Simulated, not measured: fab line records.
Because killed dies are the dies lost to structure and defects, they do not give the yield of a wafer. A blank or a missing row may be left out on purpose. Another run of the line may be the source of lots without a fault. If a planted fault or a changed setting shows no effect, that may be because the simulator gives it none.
Which tool is to blame?    flow berkeley cmos170    Sampling: 7 lots, 21 wafers, 2 of 331 route steps

## WHAT EACH GAUGE READ, for each wafer
UCB170_PFIELD_OVL_MEAS_06.
lot   measured     on          PFIELD_OVL (nm)
L515  day 4 03:24  overlay-01  -3 -12 -6
L517  day 4 14:53  overlay-01  -1 -6 -8
L519  day 5 00:53  overlay-02  -6 1 -8
L523  day 5 14:40  overlay-01  -4 -11 -3
L528  day 6 22:13  overlay-01  0 -13 1
L532  day 7 22:09  overlay-01  324 333 336
L537  day 8 15:26  overlay-02  -15 -4 -8

## WHAT TOOL EACH LOT RAN ON (gives the tool, then ch and the chambers of the sampled wafers, and finally the start)
lot   UCB170_PFIELD_EXPOSE_03
L515  krf scanner-02 ch 0, day 4 02:40
L517  krf scanner-01 ch 0, day 4 14:32
L519  krf scanner-02 ch 0, day 4 23:42
L523  krf scanner-02 ch 0, day 5 13:40
L528  krf scanner-02 ch 0, day 6 21:50
L532  krf scanner-01 ch 0, day 7 21:47
L537  krf scanner-02 ch 0, day 8 14:47
- UCB170_PFIELD_EXPOSE_03: exposes mask PFIELD, target cd 1500 nm.

## THE ANSWER, worked out from the rows above alone
Rule: the lots themselves supply what counts as usual. Put in order of their means at a reading, lots are off if they are a third of the lots or fewer, leave a main group of 4 or more, and stand apart from it by a gap of 3 or more times the standard deviation of the main group's means; of several such gaps the widest counts. A main group is skipped when, at the precision printed for the reading in the tables above, its means are all equal. A lot without any number at a reading at which 4 lots or more have one is off too. All remaining lots with rows at the step are treated as sound.
Off: L532, seen at UCB170_PFIELD_OVL_MEAS_06 (PFIELD_OVL). Main group: mean -6 nm, sd 1.7.
A tool fits if, at a process step before that reading, it ran every lot that is off, and no sound lot after the first of them. Those tools and the gauges at UCB170_PFIELD_OVL_MEAS_06 are tried in the same way. Undecided on this evidence; 2 tools fit (krf scanner-01 at UCB170_PFIELD_EXPOSE_03, overlay-01 at UCB170_PFIELD_OVL_MEAS_06).

## WHAT THE SIMULATOR HAD INSERTED
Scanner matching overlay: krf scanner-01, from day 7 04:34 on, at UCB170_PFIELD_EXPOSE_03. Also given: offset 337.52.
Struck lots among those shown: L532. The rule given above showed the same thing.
